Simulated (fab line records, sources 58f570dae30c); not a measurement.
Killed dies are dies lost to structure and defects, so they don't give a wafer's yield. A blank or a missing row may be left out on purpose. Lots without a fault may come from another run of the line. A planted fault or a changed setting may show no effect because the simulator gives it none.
Problem report in the 8D (eight disciplines) form, filled by code | flow berkeley_cmos170 | the parts of the form that need people (team, actions taken, sign-off) are left out

1. THE PROBLEM
SILICIDE_TI_RS at UCB170_SILICIDE_RS_MEAS_02 reads a mean of 13.5 ohm/sq on 1 wafer of 1 lot; wafers without a fault read 26.7 ohm/sq with a standard deviation of 0.41. That is -32 standard deviations from the usual mean.
The step: measures by four-point-probe.
First seen on wafer L367.4, day 8 19:05, on film_metro-03. The record holds 37 wafers of 13 lots with a number at this step. Rule for "out", or "out of limits": more than 4 standard deviations from the usual mean. The other wafers with a number count as sound.

2. WHAT IT IS AND WHAT IT IS NOT
question                    | is                     | is not
which readings at this step | SILICIDE_TI_RS         | -
which lots                  | L367                   | L355, L356, L359, L360, L362, L363, L365, L371, L374, L375, L377, L378
which wafers of those lots  | all that have a number | -
read on which gauges        | film_metro-03          | film_metro-01, film_metro-04
when                        | from day 8 19:05       | up to then (21 sound wafers); but 15 sound wafers of L371, L374, L375, L377, L378 came after

3. SUSPECTS, AND WHAT RULES EACH OUT
Counting: a tool at a process step up to the reading stays a suspect if it ran every lot that is out and no sound lot after the first of them.
- the gauge at UCB170_SILICIDE_RS_MEAS_02: kept. All the wafers that are out were read on film_metro-03, and no step on other tools shows them out.
- rtp_anneal-01 at UCB170_SDANNEAL_RTA_01 (time 5 s): ruled out as a lasting fault. Sound lots L375, L377, L378 ran on it after its first lot that is out, L367 (day 8 18:25).
- pvd_sputter-03 at UCB170_SILICIDE_SPUTTER_01 (material Ti, target thk 30 nm, time 25 s): ruled out as a lasting fault. Sound lots L378 ran on it after its first lot that is out, L367 (day 8 18:59).
Left after counting: film_metro-03 at UCB170_SILICIDE_RS_MEAS_02.

4. THE CAUSE (what the simulator had put in)
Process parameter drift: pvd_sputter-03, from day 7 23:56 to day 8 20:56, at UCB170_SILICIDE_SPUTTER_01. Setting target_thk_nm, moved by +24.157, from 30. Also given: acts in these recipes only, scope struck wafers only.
Counting ruled it out, wrongly: the rule takes a fault to strike every lot that its tool runs from its start on, and this one did not.

5. THE CHAIN OF EFFECTS, in route order
Each row: a reading whose mean over the struck wafers that have a number lies more than 3 standard deviations from the usual. Only readings for which the record gives a usual standard deviation are gone through. hours: the time from each lot's start at the first step in this table that gives one to its start at this step, as a median over the lots. sigmas: the change in usual standard deviations.
hours | step                        | reading         | usual       | on struck wafers | change | sigmas
0     | UCB170_SILICIDE_RS_MEAS_02  | SILICIDE_TI_RS  | 26.7 ohm/sq | 13.5             | -13.2  | -32
1     | UCB170_SILICIDE_THK_MEAS_03 | SILICIDE_TI_THK | 29.6 nm     | 53.4             | +23.8  | +58

6. WHAT WOULD HAVE CAUGHT IT SOONER
In this record the first reading out of limits at a measuring or inspecting step was taken at day 8 19:05, 19 hours after the fault began at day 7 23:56.
Of the tool readings at UCB170_SILICIDE_SPUTTER_01 for which the record gives a usual standard deviation, none was out on any struck wafer, so an alarm limit of 4 standard deviations on them would not have fired.
